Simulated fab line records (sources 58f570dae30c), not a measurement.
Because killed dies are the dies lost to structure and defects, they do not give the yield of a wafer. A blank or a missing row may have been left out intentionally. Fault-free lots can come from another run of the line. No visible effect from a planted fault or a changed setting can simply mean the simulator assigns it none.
Chamber matching ; flow berkeley_cmos170 ; UCB170_NWELL_ETCH_13 on rie_diel-03: 4 sister chambers
The step etches Si3N4 in CH3F/Ar/O2, stops on SiO2, target depth 246.4 nm, time 154 s. 14 wafers are shown with their chamber, then 7 later ones without.

== WAFERS WITH THEIR CHAMBER ==
wafer;chamber;throttle_valve_pct (%);oes_product_au (a.u.);chamber_pressure_mTorr (mTorr)
L944.1;2;8.09;0.922;50.02
L944.5;3;8.14;0.946;50.05
L944.6;2;8.07;0.925;50.04
L948.2;0;7.88;0.957;49.98
L948.3;3;8.13;0.958;50.03
L948.4;1;8.12;0.955;50.01
L950.2;3;8.12;0.945;50.01
L950.5;2;8.08;0.917;50.01
L950.6;3;8.15;0.949;50.00
L952.3;2;8.08;0.925;49.99
L952.4;3;8.14;0.943;49.98
L952.5;3;8.13;0.950;50.01
L956.2;3;8.14;0.947;49.98
L956.3;1;8.13;0.950;49.98

SIGNATURES (means of the wafers above)
reading;chamber 0;chamber 1;chamber 2;chamber 3;scatter within a chamber
throttle_valve_pct;7.8800;8.1250;8.0800;8.1357;0.00906
oes_product_au;0.95700;0.95250;0.92225;0.94829;0.00446
chamber_pressure_mTorr;49.9800;49.9950;50.0150;50.0086;0.0237
Rule: distance of a wafer from a chamber = root of the sum over the readings of ((wafer's reading minus chamber's mean) / reading's scatter) squared. If the next closest chamber is less than 2 further off than the closest, the wafer can't be placed; otherwise it belongs to the closest. How the scatter is found: for the shown wafers, subtract from each reading the mean of its chamber, square and add these, divide the total by (wafers less chambers), then take the root.

== WAFERS WITH NO CHAMBER GIVEN ==
wafer;throttle_valve_pct (%);oes_product_au (a.u.);chamber_pressure_mTorr (mTorr)
L956.4;8.09;0.924;50.00
L958.1;7.88;0.949;50.05
L958.3;8.09;0.924;49.96
L958.5;8.13;0.939;50.02
L964.1;8.13;0.934;50.00
L964.3;8.08;0.921;50.08
L964.5;8.07;0.922;49.94

== CHAMBER TAKEN BY EACH ==
wafer;from the rows above;in truth
L956.4;2;2
L958.1;0;0
L958.3;2;2
L958.5;can't be placed: 3 or 1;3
L964.1;can't be placed: 3 or 1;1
L964.3;2;2
L964.5;2;2
Placed correctly: 5 of 7. These rows do not allow placing 2 (true chamber among the candidates in 2). Number placed wrongly: 0.
